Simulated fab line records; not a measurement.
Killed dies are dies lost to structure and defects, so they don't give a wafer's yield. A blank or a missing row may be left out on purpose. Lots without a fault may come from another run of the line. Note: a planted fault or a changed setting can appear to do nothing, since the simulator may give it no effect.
Which tool was responsible? | flow rit_cmos | Sampling: 14 lots, 42 wafers, 5 of 202 route steps

## WHAT THE GAUGES READ, wafer by wafer
RIT_PLDD_TW_MEAS_10.
lot  | measured    | on            | PLDD_TW
L607 | day 2 19:19 | film_metro-03 | 2417 2408 2395
L608 | day 3 01:10 | film_metro-01 | 2337 2311 2321
L609 | day 3 04:55 | film_metro-01 | 2343 2324 2339
L610 | day 3 11:50 | film_metro-03 | 2404 2406 2411
L613 | day 4 07:43 | film_metro-02 | 2349 2336 2341
L614 | day 4 11:04 | film_metro-03 | 2415 2413 2388
L615 | day 4 22:07 | film_metro-02 | 2342 2348 2329
L616 | day 5 01:11 | film_metro-02 | 2344 2343 2331
L619 | day 5 09:17 | film_metro-03 | 2391 2402 2398
L622 | day 5 23:25 | film_metro-03 | 2406 2400 2404
L624 | day 6 10:24 | film_metro-01 | 2324 2335 2338
L627 | day 6 23:10 | film_metro-02 | 2350 2354 2345
L628 | day 7 05:43 | film_metro-01 | 2331 2333 2345
L630 | day 7 18:55 | film_metro-03 | 2388 2405 2391

RIT_M1_RS_MEAS_01: measurement is done with a four-point probe.
lot  | measured    | on            | M1_AL_RS (ohm/sq)
L607 | day 3 05:17 | film_metro-02 | 0.0734 0.0735 0.0717
L608 | day 3 11:19 | film_metro-02 | 0.0748 0.0742 0.0746
L609 | day 3 14:32 | film_metro-03 | 0.0752 0.0748 0.0741
L610 | day 3 21:46 | film_metro-01 | 0.0726 0.0738 0.0739
L613 | day 4 17:48 | film_metro-03 | 0.0524 0.0520 0.0518
L614 | day 4 20:59 | film_metro-03 | 0.0716 0.0725 0.0713
L615 | day 5 07:58 | film_metro-03 | 0.0516 0.0520 0.0528
L616 | day 5 10:49 | film_metro-02 | 0.0715 0.0709 0.0713
L619 | day 5 20:35 | film_metro-01 | 0.0722 0.0745 0.0725
L622 | day 6 09:06 | film_metro-02 | 0.0736 0.0737 0.0734
L624 | day 6 20:03 | film_metro-01 | 0.0730 0.0725 0.0737
L627 | day 7 08:50 | film_metro-01 | 0.0740 0.0738 0.0727
L628 | day 7 15:19 | film_metro-01 | 0.0725 0.0714 0.0722
L630 | day 8 04:29 | film_metro-01 | 0.0739 0.0743 0.0733

RIT_M1_THK_MEAS_02: measures by xrf.
lot  | measured    | on            | M1_AL_THK (nm)
L607 | day 3 05:23 | film_metro-02 | 410 408 417
L608 | day 3 11:26 | film_metro-02 | 402 402 400
L609 | day 3 14:38 | film_metro-03 | 394 397 398
L610 | day 3 21:53 | film_metro-01 | 411 409 403
L613 | day 4 17:53 | film_metro-03 | 566 571 570
L614 | day 4 21:05 | film_metro-03 | 415 410 420
L615 | day 5 08:05 | film_metro-03 | 571 567 558
L616 | day 5 10:56 | film_metro-02 | 416 419 419
L619 | day 5 20:43 | film_metro-01 | 416 404 413
L622 | day 6 09:13 | film_metro-02 | 403 405 407
L624 | day 6 20:09 | film_metro-01 | 412 413 405
L627 | day 7 08:58 | film_metro-01 | 404 406 415
L628 | day 7 15:26 | film_metro-01 | 414 419 415
L630 | day 8 04:36 | film_metro-01 | 403 401 405

RIT_M1_OVL_MEAS_10.
lot  | measured    | on         | M1_OVL (nm)
L607 | day 3 06:34 | overlay-01 | 1.8 0.5 4.0
L608 | day 3 12:29 | overlay-01 | 0.6 1.1 0.0
L609 | day 3 15:41 | overlay-01 | 0.3 -1.1 -0.6
L610 | day 3 23:04 | overlay-02 | 0.0 2.1 2.3
L613 | day 4 19:11 | overlay-02 | -0.3 -0.3 -0.6
L614 | day 4 22:15 | overlay-02 | -0.2 0.8 0.1
L615 | day 5 09:23 | overlay-01 | 0.3 -0.2 0.1
L616 | day 5 12:19 | overlay-01 | 1.0 0.3 0.2
L619 | day 5 21:46 | overlay-02 | -0.8 -0.4 0.1
L622 | day 6 10:23 | overlay-01 | -0.3 0.1 -1.5
L624 | day 6 21:19 | overlay-01 | -1.4 1.4 1.0
L627 | day 7 10:01 | overlay-01 | 1.6 0.4 -0.7
L628 | day 7 16:38 | overlay-01 | 0.1 0.6 -1.0
L630 | day 8 05:47 | overlay-02 | 0.1 0.1 -0.1

## EACH LOT AND THE TOOL THAT RAN IT (in order: tool; ch and the chambers of the sampled wafers; start)
lot  | RIT_M1_SPUTTER_00
L607 | pvd_sputter-02, day 3 04:57
L608 | pvd_sputter-03, day 3 11:01
L609 | pvd_sputter-02, day 3 14:13
L610 | pvd_sputter-01, day 3 21:28
L613 | pvd_sputter-02, day 4 17:35
L614 | pvd_sputter-01, day 4 20:38
L615 | pvd_sputter-02, day 5 07:41
L616 | pvd_sputter-01, day 5 10:32
L619 | pvd_sputter-01, day 5 20:18
L622 | pvd_sputter-03, day 6 08:48
L624 | pvd_sputter-01, day 6 19:43
L627 | pvd_sputter-03, day 7 08:33
L628 | pvd_sputter-01, day 7 15:01
L630 | pvd_sputter-03, day 8 04:11
- RIT_M1_SPUTTER_00: material Al, target thk 400 nm, time 500 s.

## AS READ BY THE TOOLS THEMSELVES (means over the sampled wafers that have a number; for cases with no such wafer, the mark the record gives instead)
RIT_M1_SPUTTER_00.
lot  | tool           | chamber_pressure_pa (Pa) | throttle_valve_pct (%)
L607 | pvd_sputter-02 | 0.4000                   | 30.7
L608 | pvd_sputter-03 | 0.3993                   | 30.6
L609 | pvd_sputter-02 | 0.3999                   | 30.4
L610 | pvd_sputter-01 | 0.4004                   | 30.2
L613 | pvd_sputter-02 | 0.4000                   | 30.2
L614 | pvd_sputter-01 | 0.3994                   | 30.4
L615 | pvd_sputter-02 | 0.3992                   | 30.6
L616 | pvd_sputter-01 | 0.3989                   | 30.7
L619 | pvd_sputter-01 | 0.3988                   | 31.0
L622 | pvd_sputter-03 | 0.3997                   | 30.3
L624 | pvd_sputter-01 | 0.4002                   | 30.3
L627 | pvd_sputter-03 | 0.3997                   | 30.4
L628 | pvd_sputter-01 | 0.3999                   | 30.2
L630 | pvd_sputter-03 | 0.3999                   | 30.2

## THE ANSWER, worked out from the rows above alone
Rule: what is usual is taken from the lots themselves. Put in order of their means at a reading, lots are off if they are a third of the lots or fewer, leave a main group of 4 or more, and stand apart from it by a gap of 3 or more times the standard deviation of the main group's means; of several such gaps the widest counts. A main group whose means are all the same, to the digits that the tables above print for the reading, isn't used. A lot without any number at a reading at which 4 lots or more have one is off too. The other lots that the step has rows for count as sound. The gauges are gone through in route order, then the tools' own readings, and for those a lot's mean is taken as printed above. At the first step where some lot is off, the reading lying furthest off is the one used; lots without a number count as furthest.
Off: L613, L615, at RIT_M1_RS_MEAS_01 (M1_AL_RS). Mean 0.0731 ohm/sq and standard deviation 0.001 in the main group.
If a tool, at a process step before that reading, ran all the lots that are off and no sound lot after the first of them, it fits. Those tools and the gauges at RIT_M1_RS_MEAS_01 are tried in the same way. One fits: pvd_sputter-02 at RIT_M1_SPUTTER_00. Its last sound lot is L609 (day 3 14:13), its first lot that is off L613 (day 4 17:35): a fault that began between those two fits.

## WHAT THE SIMULATOR HAD INSERTED
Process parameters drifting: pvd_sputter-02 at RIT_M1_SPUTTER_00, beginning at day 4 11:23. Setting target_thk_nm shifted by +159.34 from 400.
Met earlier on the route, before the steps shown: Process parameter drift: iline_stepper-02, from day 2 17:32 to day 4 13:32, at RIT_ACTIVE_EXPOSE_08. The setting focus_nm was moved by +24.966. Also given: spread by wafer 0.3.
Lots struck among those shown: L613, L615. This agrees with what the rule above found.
